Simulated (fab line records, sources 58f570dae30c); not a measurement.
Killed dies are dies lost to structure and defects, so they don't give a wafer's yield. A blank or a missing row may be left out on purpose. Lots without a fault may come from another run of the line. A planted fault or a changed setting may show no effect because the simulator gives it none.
fab line records | flow berkeley_cmos170
record lots=15 wafers=45 last_day=11
route steps=331 shown GATE@138 V2@295 M3@322
lots that met no fault: from a run of the same line without faults
start_h: hours from the record's first day to the start of the lot's first wafer shown | wait_h: hours since the lot's step before | " the same as in the row above | L1.1+2: a row that stands for several wafers | - no value, or no start given | * or withheld: withheld | < > ~ a bound
route shown NAME@n: a module of which the file shows steps, and the number in the route of the first | usual: mean/standard deviation of fault-free wafers | same: alike in all rows | chamber/n: place in a boat | sites: the reading at each site | _std_site: their standard deviation | _edge_site: outer sites' mean less inner sites' | radius_mm: how far each site lies from the wafer's centre | mask NAME#n: copy n | behind: the tool/chamber that last shaped the wafer | hold: why the lot was held/for how many hours/how that ended | device: the transistor (n, p or np) that didn't switch | end of line: the same wafers' tests at the end of the route | a step without rows: its recipe alone | killed: dies lost to structure and defects at the first sort, not the wafer's yield | map: a wafer's dies, x killed, . not, _ none there
set.NAME: the setting as run; set.NAME@STEP: as run at that earlier step | model.NAME: the simulator's own value behind a step, which no gauge read
steps of the route over a sample of lots; a table a step, a row a wafer
## steps
# step UCB170_GATE_CD_MEAS_12
# recipe target_cd_nm=350
# usual cd_nm=350.3/1.4
# columns lot.wafer tool chamber start_h wait_h cd_nm
L237.3 cd_sem-02 - 115.94 - 352.5
L237.5 " - " " 352.7
L237.6 " - " " 352.4
L238.1 cd_sem-01 - 116.03 - 348.9
L238.2 " - " " 348.6
L238.6 " - " " 348.0
L239.2 cd_sem-01 - 126.31 - 350.8
L239.5 " - " " 350.3
L239.6 " - " " 351.0
L240.1 cd_sem-02 - 133.00 - 352.1
L240.3 " - " " 352.7
L240.6 " - " " 351.6
L242.2 cd_sem-01 - 138.41 - 349.8
L242.4 " - " " 348.7
L242.6 " - " " 349.3
L244.3 cd_sem-01 - 161.98 - 349.7
L244.4 " - " " 349.1
L244.6 " - " " 348.3
L246.2 cd_sem-01 - 166.06 - 351.3
L246.4 " - " " 350.1
L246.5 " - " " 349.4
L245.3 cd_sem-02 - 166.63 - 350.9
L245.4 " - " " 349.6
L245.5 " - " " 350.2
L248.2 cd_sem-01 - 180.54 - 351.7
L248.3 " - " " 350.4
L248.6 " - " " 352.2
L249.1 cd_sem-02 - 180.76 - 351.2
L249.3 " - " " 351.5
L249.5 " - " " 350.9
L252.3 cd_sem-01 - 197.88 - 350.9
L252.5 " - " " 351.7
L252.6 " - " " 349.9
L257.1 cd_sem-01 - 214.60 - 353.5
L257.5 " - " " 351.9
L257.6 " - " " 352.7
L259.2 cd_sem-01 - 230.24 - 349.1
L259.3 " - " " 349.3
L259.6 " - " " 349.8
L258.1 cd_sem-02 - 230.35 - 352.3
L258.2 " - " " 352.3
L258.4 " - " " 352.7
L260.2 cd_sem-01 - 235.44 - 349.7
L260.5 " - " " 349.1
L260.6 " - " " 349.2
# step UCB170_V2_BOW_MEAS_03
# recipe mode=bow
# usual V2_BOW=37/7.5
# columns lot.wafer tool chamber start_h wait_h V2_BOW[um]
L238.1 film_metro-01 - 155.24 0.2 46
L238.2 " - " " 33
L238.6 " - " " 40
L237.3 film_metro-01 - 155.52 0.2 29
L237.5 " - " " 38
L237.6 " - " " 38
L239.2 film_metro-01 - 157.41 0.3 23
L239.5 " - " " 28
L239.6 " - " " 41
L242.2 film_metro-01 - 177.49 0.1 41
L242.4 " - " " 36
L242.6 " - " " 33
L240.1 film_metro-03 - 178.16 0.2 43
L240.3 " - " " 30
L240.6 " - " " 31
L246.2 film_metro-01 - 201.65 0.3 50
L246.4 " - " " 32
L246.5 " - " " 20
L244.3 film_metro-02 - 202.16 0.3 36
L244.4 " - " " 43
L244.6 " - " " 27
L245.3 film_metro-03 - 205.25 0.3 31
L245.4 " - " " 29
L245.5 " - " " 33
L249.1 film_metro-03 - 218.66 0.1 37
L249.3 " - " " 27
L249.5 " - " " 32
L248.2 film_metro-01 - 218.82 0.2 37
L248.3 " - " " 38
L248.6 " - " " 42
L252.3 film_metro-03 - 234.44 0.1 36
L252.5 " - " " 33
L252.6 " - " " 43
L257.1 film_metro-02 - 254.26 0.1 49
L257.5 " - " " 42
L257.6 " - " " 32
L258.1 film_metro-02 - 262.95 0.2 45
L258.2 " - " " 44
L258.4 " - " " 53
L259.2 film_metro-03 - 263.12 0.3 46
L259.3 " - " " 40
L259.6 " - " " 30
L260.2 film_metro-01 - 266.71 0.2 25
L260.5 " - " " 35
L260.6 " - " " 45
# step UCB170_M3_PEB_13
# recipe peb_temp_c=130 peb_time_s=withheld resist=KrF
# usual chill_plate_temp_C=22.99/0.11 exhaust_pa=45.1/1
# columns lot.wafer tool chamber start_h wait_h chill_plate_temp_C exhaust_pa
L238.1 litho_track-03 0 160.71 0.2 23.10 45.4
L238.2 " 0 " " 23.22 47.1
L238.6 " 0 " " 23.23 45.4
L237.3 litho_track-02 0 161.11 0.2 23.05 45.2
L237.5 " 0 " " 23.04 45.1
L237.6 " 0 " " 22.85 45.1
L239.2 litho_track-02 0 165.19 0.1 22.99 44.8
L239.5 " 0 " " 23.07 44.4
L239.6 " 0 " " 23.01 44.8
L242.2 litho_track-01 0 182.32 0.2 22.77 45.1
L242.4 " 0 " " 22.98 44.0
L242.6 " 0 " " 22.85 44.3
L240.1 litho_track-02 0 182.45 0.1 23.03 47.7
L240.3 " 0 " " 23.13 46.4
L240.6 " 0 " " 23.07 48.3
L246.2 litho_track-01 0 207.22 0.5 22.89 44.5
L246.4 " 0 " " 22.93 46.1
L246.5 " 0 " " 23.12 46.0
L244.3 litho_track-03 0 207.44 0.5 22.92 44.1
L244.4 " 0 " " 22.98 44.6
L244.6 " 0 " " 22.96 45.2
L245.3 litho_track-03 - 209.34 0.1 - -
L245.4 " - " " - -
L245.5 " - " " - -
L249.1 litho_track-02 - 223.21 0.4 - -
L249.3 " - " " - -
L249.5 " - " " - -
L248.2 litho_track-02 - 223.51 0.1 - -
L248.3 " - " " - -
L248.6 " - " " - -
L252.3 litho_track-02 0 239 - 22.97 45.1
L252.5 " 0 " " 22.98 44.4
L252.6 " 0 " " 22.84 45.5
L257.1 litho_track-01 0 258.69 0.3 22.82 45.2
L257.5 " 0 " " 22.81 44.3
L257.6 " 0 " " 22.75 44.7
L258.1 litho_track-03 0 266.36 0.1 23.06 44.1
L258.2 " 0 " " 22.98 44.3
L258.4 " 0 " " 23.04 44.6
L259.2 litho_track-02 0 267.10 0.2 23.07 43.7
L259.3 " 0 " " 22.94 44.1
L259.6 " 0 " " 22.85 44.8
L260.2 litho_track-03 0 270.76 0.3 22.78 44.8
L260.5 " 0 " " 22.90 44.3
L260.6 " 0 " " 23.01 45.9
# step UCB170_M3_OVL_MEAS_16
# usual M3_OVL=1/4.8
# columns lot.wafer tool chamber start_h wait_h M3_OVL[nm]
L238.1 overlay-01 - 161.10 0.1 -1
L238.2 " - " " 1
L238.6 " - " " 2
L237.3 overlay-01 - 161.46 0.1 5
L237.5 " - " " -1
L237.6 " - " " 4
L239.2 overlay-02 - 165.57 0.1 9
L239.5 " - " " -1
L239.6 " - " " -1
L242.2 overlay-01 - 182.70 0.1 5
L242.4 " - " " 4
L242.6 " - " " -5
L240.1 overlay-01 - 182.87 0.1 -3
L240.3 " - " " -3
L240.6 " - " " 6
L246.2 overlay-01 - 207.60 0.1 -1
L246.4 " - " " 5
L246.5 " - " " 3
L244.3 overlay-01 - 207.80 0.1 -2
L244.4 " - " " -8
L244.6 " - " " -2
L245.3 overlay-02 - 209.73 0.1 -
L245.4 " - " " -
L245.5 " - " " -
L249.1 overlay-01 - 223.61 0.1 -
L249.3 " - " " -
L249.5 " - " " -
L248.2 overlay-02 - 223.89 0.1 -
L248.3 " - " " -
L248.6 " - " " -
L252.3 overlay-02 - 239.96 0.1 6
L252.5 " - " " 3
L252.6 " - " " -1
L257.1 overlay-02 - 259.09 0.1 0
L257.5 " - " " 8
L257.6 " - " " 8
L258.1 overlay-01 - 266.75 0.1 -13
L258.2 " - " " -10
L258.4 " - " " -2
L259.2 overlay-01 - 267.47 0.1 1
L259.3 " - " " -1
L259.6 " - " " 0
L260.2 overlay-01 - 271.14 0.1 6
L260.5 " - " " 7
L260.6 " - " " 3
## key
first_sign step=UCB170_M3_PEB_13 reading=tool_record direction=missing
effect none on later readings
met_at UCB170_M3_PEB_13
struck_lots L245,L248,L249
later_rows_left_out L245.3,L245.4,L245.5,L248.2,L248.3,L248.6,L249.1,L249.3,L249.5
sort_left_out L245.3,L245.4,L245.5,L248.2,L248.3,L248.6,L249.1,L249.3,L249.5
not_acting_at UCB170_GATE_CD_MEAS_12,UCB170_V2_BOW_MEAS_03,UCB170_M3_OVL_MEAS_16
onset_between 207.44 209.34
fault kind=skipped_step_whole tool=litho_track-02,litho_track-03 chamber=- onset_h=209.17 steps=UCB170_M3_PEB_13 scope=struck_lots_only
# sort_left_out: the simulated sort isn't trusted on such a fault, so these wafers' sort isn't shown, and their yield isn't known
# later_rows_left_out: the simulator's readings of these wafers behind a module that went badly wrong aren't trusted and aren't shown, but for the sort
